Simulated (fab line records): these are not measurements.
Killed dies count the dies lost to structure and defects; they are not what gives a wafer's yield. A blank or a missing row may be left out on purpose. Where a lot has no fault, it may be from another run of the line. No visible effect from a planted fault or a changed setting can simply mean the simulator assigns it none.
Split-lot study	flow berkeleyCmos170	23 wafers read from 5 lots, route of 331 steps

## ON THE SPLIT
At UCB170_M1_EXPOSE_06 (exposes mask METAL1, target cd 700 nm), the setting doseMj was moved away from the recipe's 21 on 7 of the 23 wafers read, by -2.7% to +6.9%. All remaining wafers had this setting at the recipe value.

## FROM THE SPLIT TO THE READING: what the file shows between them, 6 steps
- UCB170_M1_PEB_07
- UCB170_M1_DEVELOP_08: develop time 45 s
- UCB170_M1_CD_MEAS_09: target cd 700 nm
- UCB170_M1_ETCH_11: etches BARC in N2/H2
- UCB170_M1_METAL_ETCH_12: etches Al in Cl2/BCl3, stops on PSG, target depth 780 nm, time 130 s
- UCB170_M1_STRIP_13: strips in O2

## THE READING
At UCB170_M1_CD_MEAS_90: cdNm in nanometres, against a target cd of 700 nm. On this fab line, fault-free wafers typically give 700.0 nm with a standard deviation of 1.9 nm.

wafer	tool, chamber at the split	doseMj as run	against the recipe	cdNm, nm	against lot-mates on the recipe
L076.2	krfScanner-02, 0	21	recipe	700.8	-
L076.4	krfScanner-02, 0	21	recipe	699.1	-
L076.6	krfScanner-02, 0	21	recipe	700.2	-
L080.1	krfScanner-02, 0	21	recipe	700.9	-
L080.2	krfScanner-02, 0	21	recipe	698.6	-
L080.3	krfScanner-02, 0	21	recipe	697.8	-
L080.4	krfScanner-02, 0	21	recipe	699.0	-
L080.6	krfScanner-02, 0	21	recipe	696.8	-
L081.1	krfScanner-02, 0	21	recipe	701.1	-
L081.3	krfScanner-02, 0	20.44	-2.7%	704.9	+4.8
L081.4	krfScanner-02, 0	20.44	-2.7%	705.4	+5.3
L081.5	krfScanner-02, 0	21	recipe	699.1	-
L081.6	krfScanner-02, 0	20.44	-2.7%	705.1	+5.0
L082.1	krfScanner-01, 0	21	recipe	699.0	-
L082.2	krfScanner-01, 0	21	recipe	698.9	-
L082.4	krfScanner-01, 0	21	recipe	701.4	-
L082.5	krfScanner-01, 0	22.45	+6.9%	690.1	-9.7
L082.6	krfScanner-01, 0	22.45	+6.9%	687.4	-12.4
L083.1	krfScanner-01, 0	21	recipe	698.3	-
L083.2	krfScanner-01, 0	21.75	+3.6%	689.9	-8.3
L083.3	krfScanner-01, 0	21.75	+3.6%	693.3	-4.9
L083.5	krfScanner-01, 0	21	recipe	698.7	-
L083.6	krfScanner-01, 0	21	recipe	697.5	-

FIT RESULTS
A straight line over all 23 wafers: cdNm changes by -1.75 nm for each +1% of doseMj; r = -0.94; the points scatter about the line by 1.5 nm.
The same after taking each lot's own level away (the mean of its wafers on the recipe; 23 wafers): -1.69 nm for each +1%; r = -0.96; scatter 1.2 nm.
According to that fit, moving doseMj by its largest amount changes the reading by 12 nm.
The span of the lots' own levels, 698.17 to 700.10 nm, comes to 1.0 times the standard deviation stated above.
Hence the lot-to-lot level has little effect on the slope; both slopes agree.
Check: for one of the wafers moved furthest among these (+6.9%), held out of the fit, the line's prediction against its lot-mates is -12.6 nm. It came out at -9.67 nm against them.

## OTHER SPLITS APPLIED TO THESE WAFERS
These wafers also went through other splits before the reading. Each is held against what the fit with the lots' levels taken away leaves over:
other split on the same wafers	wafers away from the commonest value	r with cdNm (lot level and that fit taken away)
UCB170_SPACER_CVD_00 timeS	11	+0.37
UCB170_SPACER_ETCHBACK_03 rfW	11	-0.05
UCB170_CONTACT_CVD_01 pressureMtorr	18	+0.14
UCB170_CONTACT_DEVELOP_14 devTempC	11	-0.28

## THE WHOLE CHAIN: every reading that the file lists as answering this split, in the file's order
step	what it does	reading	change (the file's fit)	r (the file's)
UCB170_M1_CD_MEAS_09	target cd 700 nm	cdNm	-1.8 nm for each +1% of the setting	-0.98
UCB170_M1_ETCH_11	etches BARC in N2/H2	M1.cdNm (the simulator's own value, which no gauge read)	-1.84 nm for each +1% of the setting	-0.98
UCB170_M1_METAL_ETCH_12	etches Al in Cl2/BCl3, stops on PSG, target depth 780 nm, time 130 s	M1.cdNm (the simulator's own value, which no gauge read)	-1.65 nm for each +1% of the setting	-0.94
UCB170_M1_CD_MEAS_90	target cd 700 nm	cdNm	-1.67 nm for each +1% of the setting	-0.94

## FILE'S OWN FIT
cdNm changes by -1.67 nm for each +1% of doseMj, r = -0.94.
